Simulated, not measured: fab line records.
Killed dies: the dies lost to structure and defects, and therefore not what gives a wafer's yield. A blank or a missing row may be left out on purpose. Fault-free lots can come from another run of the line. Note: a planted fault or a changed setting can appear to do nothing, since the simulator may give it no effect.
Struck lot and sound lot, side by side	flow rit-cmos	20 out of 202 route steps
Sound: these wafers, L675.2, L675.4, L675.6. Struck: wafers L668.1, L668.2, L668.4. The cause comes at the end.
Each step with rows lists, per side, the tool, then ch with its chambers, then its first start. Under that, the readings that differ: sound wafers	struck wafers	difference of the means	sigmas: that difference in standard deviations of wafers without a fault.
alike: readings with means less than 2 such deviations apart, plus words and numbers identical on both sides. not compared: withheld readings, readings lacking a value on some wafer, bounds such as >300 that could conceal the same value, and numbers that have no deviation in the record and whose values overlap.
Wherever a step has rows on one side only, a row that says differs or no value, or a row with sigmas, the two part there. Non-overlapping numbers with no deviation appear without sigmas and do not part them. Lack of a reading on every wafer of one side parts them only where that side has two or more wafers.

first, 6 steps without rows for these wafers: RIT_NRETRO_HMDS_00 (prime time 60 s); RIT_NRETRO_COAT_01 (resist thk 1300 nm); RIT_NRETRO_SOFTBAKE_02 (time 60 s); RIT_NRETRO_EXPOSE_03 (exposes mask M4, target cd 43900 nm); RIT_NRETRO_PEB_04; RIT_NRETRO_DEVELOP_05 (develop time 68 s).
RIT_NRETRO_OVL_MEAS_06:
  sound on overlay-02 at day 6 05:37; struck on overlay-01 at day 4 21:23
  alike: NRETRO_OVL
then, 2 steps without rows for these wafers: RIT_NRETRO_HARDBAKE_07 (time 120 s); RIT_NRETRO_IMPLANT_08.
RIT_NRETRO_STRIP_09: strips in O2, time 180 s.
  sound on plasma-asher-02 ch 0,1, day 6 06:02; struck on plasma-asher-02 ch 0,1, day 4 21:50
  alike: drypump-motor-current-A
  not compared: rf-hours-counter-h
RIT_NRETRO_TW_MEAS_10:
  sound on film-metro-03 at day 6 06:13; struck on film-metro-04 at day 4 22:00
  alike: NRETRO_TW
then, 1 step without rows for these wafers: RIT_PRETRO_HMDS_00 (prime time 60 s).
RIT_PRETRO_COAT_01: resist thk 1300 nm.
  struck on litho-track-02, day 4 22:13; sound on litho-track-02 ch 0, day 6 06:27
  no value came back on the struck wafers for chill-plate-temp-C (C), dispense-pressure-kPa (kPa), resist-line-temp-C (C); on the sound wafers chill-plate-temp-C (C) reads 22.97 22.86 22.88
then, 4 steps without rows for these wafers: RIT_PRETRO_SOFTBAKE_02 (time 60 s); RIT_PRETRO_EXPOSE_03 (exposes mask M5, target cd 43700 nm); RIT_PRETRO_PEB_04; RIT_PRETRO_DEVELOP_05 (develop time 68 s).
RIT_PRETRO_OVL_MEAS_06:
  sound on overlay-02 at day 6 07:10; struck on overlay-02 at day 4 23:04
reading	sound	struck	difference	sigmas
PRETRO_OVL (nm)	-0.8 -0.2 -1.9	- - -	no value on the struck wafers	
then, 1 step without rows for these wafers: RIT_PRETRO_HARDBAKE_07 (time 120 s).
RIT_M1_PROBE_99:
  sound on prober-01 at day 7 11:40; struck on prober-02 at day 6 02:55
reading	sound	struck	difference	sigmas
killed-at-front-end	8 3 4	264 264 264	+259	+86
killed-dies	8 3 5	264 264 264	+259	+86
killed-on-rim	1 0 3	70 70 70	+69	+46
  alike: killed-at-contacts, killed-open, killed-short

## WHERE THEY PART
Earliest at RIT_PRETRO_COAT_01; latest, in this record, at RIT_M1_PROBE_99.

WHY: what the simulator had put in
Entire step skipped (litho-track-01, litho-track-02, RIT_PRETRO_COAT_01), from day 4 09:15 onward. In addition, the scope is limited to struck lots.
